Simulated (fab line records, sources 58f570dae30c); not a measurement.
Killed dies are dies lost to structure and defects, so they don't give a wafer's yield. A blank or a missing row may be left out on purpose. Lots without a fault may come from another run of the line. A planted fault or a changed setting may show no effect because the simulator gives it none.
Tool commonality check | flow berkeley_cmos170 | 15 lots, 45 wafers sampled

WHY IT WAS OPENED
At UCB170_NWELL_TW_MEAS_16 the reading NWELL_TW is flagged on 3 of 15 lots. Wafers without a fault read 1252, standard deviation 13.
Rule: a lot is flagged when every wafer of it that has a number lies more than 4 standard deviations from that mean, or none has a number. The other lots count as sound.

lot  | measured    | on            | NWELL_TW, wafer by wafer | flag
L175 | day 2 09:38 | film_metro-01 | 1254 1264 1257           |
L176 | day 2 15:24 | film_metro-04 | 1270 1262 1266           |
L177 | day 2 16:08 | film_metro-01 | 1253 1254 1259           |
L178 | day 2 21:47 | film_metro-01 | 1262 1253 1251           |
L179 | day 3 07:45 | film_metro-01 | 1261 1264 1269           |
L181 | day 3 17:17 | film_metro-03 | 1236 1229 1232           |
L184 | day 4 03:28 | film_metro-01 | 1265 1260 1264           |
L182 | day 4 03:44 | film_metro-01 | 1269 1265 1268           |
L183 | day 4 03:53 | film_metro-04 | 1321 1322 1320           | FLAGGED
L187 | day 4 20:20 | film_metro-04 | 1331 1323 1325           | FLAGGED
L189 | day 5 01:58 | film_metro-04 | 1332 1334 1335           | FLAGGED
L192 | day 5 21:53 | film_metro-04 | 1256 1252 1247           |
L194 | day 6 02:03 | film_metro-03 | 1225 1232 1227           |
L197 | day 6 22:17 | film_metro-01 | 1258 1262 1267           |
L198 | day 7 09:31 | film_metro-03 | 1243 1231 1236           |
The numbers of the flagged lots are 1327 on average: +75 against the usual, or +6 standard deviations.

WHICH TOOL RAN EACH LOT
The record holds 1 process step before the reading, out of a route of 331 steps. In each cell: the tool, then ch and the chambers that the sampled wafers went through, then the start.
lot  | flag    | UCB170_NWELL_IMPLANT_14
L175 |         | implanter-04 ch 0, day 2 09:23
L176 |         | implanter-03 ch 0, day 2 15:10
L177 |         | implanter-04 ch 0, day 2 15:55
L178 |         | implanter-04 ch 0, day 2 21:33
L179 |         | implanter-03 ch 0, day 3 07:32
L181 |         | implanter-03 ch 0, day 3 17:02
L184 |         | implanter-03 ch 0, day 4 03:14
L182 |         | implanter-04 ch 0, day 4 03:29
L183 | FLAGGED | implanter-03 ch 0, day 4 03:38
L187 | FLAGGED | implanter-03 ch 0, day 4 20:05
L189 | FLAGGED | implanter-03 ch 0, day 5 01:43
L192 |         | implanter-04 ch 0, day 5 21:39
L194 |         | implanter-04 ch 0, day 6 01:48
L197 |         | implanter-04 ch 0, day 6 22:02
L198 |         | implanter-04 ch 0, day 7 09:17
What these steps do:
- UCB170_NWELL_IMPLANT_14
- UCB170_NWELL_TW_MEAS_16

FLAGGED OVER TOTAL, TOOL BY TOOL (the gauges that took the reading come last)
step                    | tool          | lots run | flagged | share of the flagged lots | sound lots run after its first flagged lot
UCB170_NWELL_IMPLANT_14 | implanter-03  | 7        | 3       | all                       | 0
UCB170_NWELL_IMPLANT_14 | implanter-04  | 8        | 0       | none                      | -
UCB170_NWELL_TW_MEAS_16 | film_metro-01 | 7        | 0       | none                      | -
UCB170_NWELL_TW_MEAS_16 | film_metro-03 | 3        | 0       | none                      | -
UCB170_NWELL_TW_MEAS_16 | film_metro-04 | 5        | 3       | all                       | 1 (L192)

WHAT THE TABLE ALLOWS
2 rows of the table ran every flagged lot: implanter-03 at UCB170_NWELL_IMPLANT_14, film_metro-04 at UCB170_NWELL_TW_MEAS_16.
- implanter-03 at UCB170_NWELL_IMPLANT_14: 3 of its 7 lots flagged. Its last sound lot is L184 (day 4 03:14), its first flagged lot L183 (day 4 03:38): a fault that began between those two fits. Its own readings lie more than 4 standard deviations out on every wafer of the flagged lots: beam_energy_keV.
- film_metro-04 at UCB170_NWELL_TW_MEAS_16: 3 of its 5 lots flagged. Sound lots ran on it after the first flagged one (L192), which a lasting fault on the whole tool wouldn't allow.
One tool is left: implanter-03 at UCB170_NWELL_IMPLANT_14.

WHAT THE SIMULATOR HAD PUT IN
Process parameter drift: implanter-03, from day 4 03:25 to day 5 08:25, at UCB170_NWELL_IMPLANT_14. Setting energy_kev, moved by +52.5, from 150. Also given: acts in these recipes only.
Lots struck among those shown: L183, L187, L189. The rule above found the same.
